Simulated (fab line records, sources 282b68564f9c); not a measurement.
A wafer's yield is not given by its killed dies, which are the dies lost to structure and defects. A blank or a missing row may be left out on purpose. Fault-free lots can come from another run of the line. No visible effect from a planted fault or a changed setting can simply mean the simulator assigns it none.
Which tool was responsible?	flow rit_cmos	39 wafers from 13 lots sampled at 2 of the route's 202 steps

WHAT THE GAUGES SHOWED, per wafer
The record holds no reading of a measuring or inspecting step that can be judged against a usual standard deviation.

WHAT TOOL EACH LOT RAN ON (gives the tool, then ch and the chambers of the sampled wafers, and finally the start)
lot	RIT_REOX_CLEAN_02	RIT_M1_PROBE_99
L434	wet_bench-01 ch 0, day 3 06:53	prober-02, day 4 03:40
L435	wet_bench-02 ch 1, day 3 11:45	prober-02, day 4 10:00
L436	wet_bench-01 ch 2, day 3 23:25	prober-02, day 5 05:58
L439	wet_bench-04 ch 0, day 4 15:46	prober-02, day 6 08:25
L440	wet_bench-01 ch 1, day 4 15:50	prober-01, day 5 16:46
L443	wet_bench-04 ch 1, day 4 22:34	prober-02, day 6 08:34
L442	wet_bench-01 ch 0, day 4 22:36	prober-01, day 6 08:16
L445	wet_bench-04 ch 0, day 5 17:58	prober-02, day 6 17:26
L446	wet_bench-02 ch 0, day 6 05:05	prober-01, day 7 01:40
L447	wet_bench-04 ch 3, day 6 05:13	prober-01, day 7 04:40
L449	wet_bench-01 ch 0, day 6 10:25	prober-02, day 7 06:46
L450	wet_bench-01 ch 2, day 6 14:22	prober-01, day 7 10:47
L454	wet_bench-02 ch 0, day 7 02:52	prober-01, day 7 23:29
- RIT_REOX_CLEAN_02: cleans in SC2, time 600 s.
- RIT_M1_PROBE_99

AS READ BY THE TOOLS THEMSELVES (means over the sampled wafers that have a number; for cases with no such wafer, the mark the record gives instead)
RIT_REOX_CLEAN_02. Usual: 629 s for run_length_s, sd 4.1.
lot	tool	run_length_s (s)	flag
L434	wet_bench-01	626	
L435	wet_bench-02	634	
L436	wet_bench-01	624	
L439	wet_bench-04	634	
L440	wet_bench-01	635	
L443	wet_bench-04	633	
L442	wet_bench-01	626	
L445	wet_bench-04	635	
L446	wet_bench-02	625	
L447	wet_bench-04	521	OFF
L449	wet_bench-01	627	
L450	wet_bench-01	625	
L454	wet_bench-02	632	

RIT_M1_PROBE_99. Usual: killed_at_front_end 7, standard deviation 3.1; killed_dies 7, standard deviation 3.2; killed_on_rim 1.9, standard deviation 1.5; killed_open 3.3, standard deviation 2; killed_short 3.5, standard deviation 2.
lot	tool	killed_at_front_end	killed_dies	killed_on_rim	killed_open	killed_short	flag
L434	prober-02	5	5	1.3	1.0	3.7	
L435	prober-02	7	7	2.3	3.3	3.7	
L436	prober-02	7	7	1.7	3.7	3.3	
L439	prober-02	5	5	2.0	1.3	4.0	
L440	prober-01	6	6	1.3	3.0	3.0	
L443	prober-02	10	10	3.3	4.0	6.3	
L442	prober-01	7	7	1.3	3.3	3.3	
L445	prober-02	7	7	2.0	4.3	2.3	
L446	prober-01	4	4	1.3	2.3	2.0	
L447	prober-01	8	8	2.0	3.7	4.3	
L449	prober-02	4	4	1.0	1.7	2.7	
L450	prober-01	8	8	3.7	5.0	3.3	
L454	prober-01	5	5	1.0	2.7	2.0	

THE ANSWER, worked out from the rows above alone
Rule: lot off if the mean of its wafers having a number is beyond 3 standard deviations from the usual mean. Also off: a lot with no number at a reading for which 4 or more lots have one. The other lots that the step has rows for count as sound. Order of review: gauges by route order, followed by the tools' own readings, for which a lot's mean as printed above is used. The first step at which some lot is off is used, and at that step the reading that is off furthest; a lot without a number counts as furthest.
Off: L447 (RIT_REOX_CLEAN_02, run_length_s).
If a tool, at that step or one of the process steps before it, ran each lot that is off and ran no sound lot following the first of them, it fits. One fits: RIT_REOX_CLEAN_02 on wet_bench-04. A fault onset in the window from L445 (day 5 17:58, its last sound lot) to L447 (day 6 05:13, its first lot off) fits.
The tool's own readings at RIT_REOX_CLEAN_02 bear it out: on the lots that are off they differ by more than 5 times the standard deviation of the sound lots' means. run_length_s reads 521 s there against 630 s on the sound lots.

WHAT THE SIMULATOR HAD PUT IN
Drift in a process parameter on wet_bench-04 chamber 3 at RIT_REOX_CLEAN_02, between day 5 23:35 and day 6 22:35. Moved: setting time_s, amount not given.
Struck lots among those shown: L447. The rule above found the same.
